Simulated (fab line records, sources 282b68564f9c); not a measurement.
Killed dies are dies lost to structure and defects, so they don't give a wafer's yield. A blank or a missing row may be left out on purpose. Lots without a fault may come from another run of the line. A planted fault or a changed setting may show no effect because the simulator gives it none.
Which tool did it? | flow rit_cmos | 7 lots, 21 wafers sampled, at 1 step of a route of 202

WHAT THE GAUGES READ, wafer by wafer
RIT_NLDD_OVL_MEAS_06.
lot  | measured    | on         | NLDD_OVL (nm)
L953 | day 2 22:53 | overlay-02 | -0.9 -0.2 -0.2
L956 | day 3 17:38 | overlay-02 | -0.2 0.3 -0.8
L958 | day 4 01:23 | overlay-01 | -1.7 -1.0 -2.0
L960 | day 4 15:16 | overlay-01 | -0.8 -0.6 -1.2
L965 | day 5 11:57 | overlay-01 | -0.1 1.2 -0.5
L972 | day 6 21:59 | overlay-02 | 0.4 -0.8 0.0
L975 | day 7 12:38 | overlay-01 | 0.3 -1.0 -2.6

WHICH TOOL RAN EACH LOT (tool, then ch and the chambers of the sampled wafers, then the start)
The record holds no process step before these readings.

THE ANSWER, worked out from the rows above alone
Rule: what is usual is taken from the lots themselves. Put in order of their means at a reading, lots are off if they are a third of the lots or fewer, leave a main group of 4 or more, and stand apart from it by a gap of 3 or more times the standard deviation of the main group's means; of several such gaps the widest counts. A main group whose means are all the same, to the digits that the tables above print for the reading, isn't used. A lot without any number at a reading at which 4 lots or more have one is off too. The other lots that the step has rows for count as sound.
No lot is off at any reading shown: from this, nothing can be told.

WHAT THE SIMULATOR HAD PUT IN
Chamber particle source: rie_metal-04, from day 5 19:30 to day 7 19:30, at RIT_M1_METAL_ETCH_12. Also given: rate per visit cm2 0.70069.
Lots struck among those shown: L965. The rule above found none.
